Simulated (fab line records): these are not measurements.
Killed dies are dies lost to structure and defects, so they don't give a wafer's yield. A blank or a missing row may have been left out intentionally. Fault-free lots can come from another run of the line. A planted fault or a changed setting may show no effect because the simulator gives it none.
Which tool is to blame? / flow berkeleyCmos170 / at 1 step of a route of 331, 7 lots with 21 wafers sampled

== WHAT THE GAUGES READ, wafer by wafer ==
UCB170_M1_CD_MEAS_09 targets a cd of 700 nm.
lot=L966; measured=day 8 21:58; on=cdSem-02; cdNm (nm)=699.4 698.5 698.5
lot=L968; measured=day 9 15:04; on=cdSem-01; cdNm (nm)=699.0 698.8 698.2
lot=L972; measured=day 9 16:02; on=cdSem-02; cdNm (nm)=699.7 700.0 698.9
lot=L970; measured=day 9 16:35; on=cdSem-01; cdNm (nm)=701.3 701.3 698.2
lot=L977; measured=day 11 09:01; on=cdSem-02; cdNm (nm)=698.5 697.7 699.7
lot=L980; measured=day 12 05:59; on=cdSem-02; cdNm (nm)=699.6 701.1 700.2
lot=L984; measured=day 12 20:47; on=cdSem-02; cdNm (nm)=700.1 698.9 700.5

== WHAT TOOL EACH LOT RAN ON (gives the tool, then ch and the chambers of the sampled wafers, and finally the start) ==
No process step before these readings appears in the record.

== THE ANSWER, worked out from the rows above alone ==
Rule: what is usual is taken from the lots themselves. The widest of any qualifying gaps counts: lots, ordered by their means at a reading, are off when they make up no more than a third of the lots, leave a main group of 4 or more, and stand apart from it by 3 or more times the standard deviation of that group's means. If all means in a main group match to the digits the tables above print for the reading, that group is not used. A lot without any number at a reading at which 4 lots or more have one is off too. Where the step has rows for the other lots, those lots are counted as sound.
Across all readings shown, no lot is off: no conclusion can be drawn from this.

== WHAT THE SIMULATOR HAD INSERTED ==
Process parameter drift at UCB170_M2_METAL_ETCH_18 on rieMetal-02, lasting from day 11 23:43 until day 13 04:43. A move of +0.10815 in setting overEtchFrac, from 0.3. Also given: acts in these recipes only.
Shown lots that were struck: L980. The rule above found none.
